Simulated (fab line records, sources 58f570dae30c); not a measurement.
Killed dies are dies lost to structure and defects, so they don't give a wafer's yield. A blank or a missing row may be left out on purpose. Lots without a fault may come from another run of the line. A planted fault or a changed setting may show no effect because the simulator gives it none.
Which tool did it? | flow berkeley_cmos170 | 7 lots, 21 wafers sampled, at 1 step of a route of 331

WHAT THE GAUGES READ, wafer by wafer
UCB170_PFIELD_TW_MEAS_09.
lot  | measured    | on            | PFIELD_TW
L529 | day 4 13:40 | film_metro-04 | 595 598 600
L532 | day 5 07:09 | film_metro-03 | 613 610 610
L535 | day 5 16:37 | film_metro-03 | 616 612 613
L537 | day 6 04:25 | film_metro-04 | 602 600 601
L541 | day 7 04:36 | film_metro-03 | 609 612 611
L546 | day 8 00:07 | film_metro-04 | 599 603 601
L550 | day 8 18:05 | film_metro-03 | 607 611 606

WHICH TOOL RAN EACH LOT (tool, then ch and the chambers of the sampled wafers, then the start)
The record holds no process step before these readings.

THE ANSWER, worked out from the rows above alone
Rule: what is usual is taken from the lots themselves. Put in order of their means at a reading, lots are off if they are a third of the lots or fewer, leave a main group of 4 or more, and stand apart from it by a gap of 3 or more times the standard deviation of the main group's means; of several such gaps the widest counts. A main group whose means are all the same, to the digits that the tables above print for the reading, isn't used. A lot without any number at a reading at which 4 lots or more have one is off too. The other lots that the step has rows for count as sound.
No lot is off at any reading shown: from this, nothing can be told.

WHAT THE SIMULATOR HAD PUT IN
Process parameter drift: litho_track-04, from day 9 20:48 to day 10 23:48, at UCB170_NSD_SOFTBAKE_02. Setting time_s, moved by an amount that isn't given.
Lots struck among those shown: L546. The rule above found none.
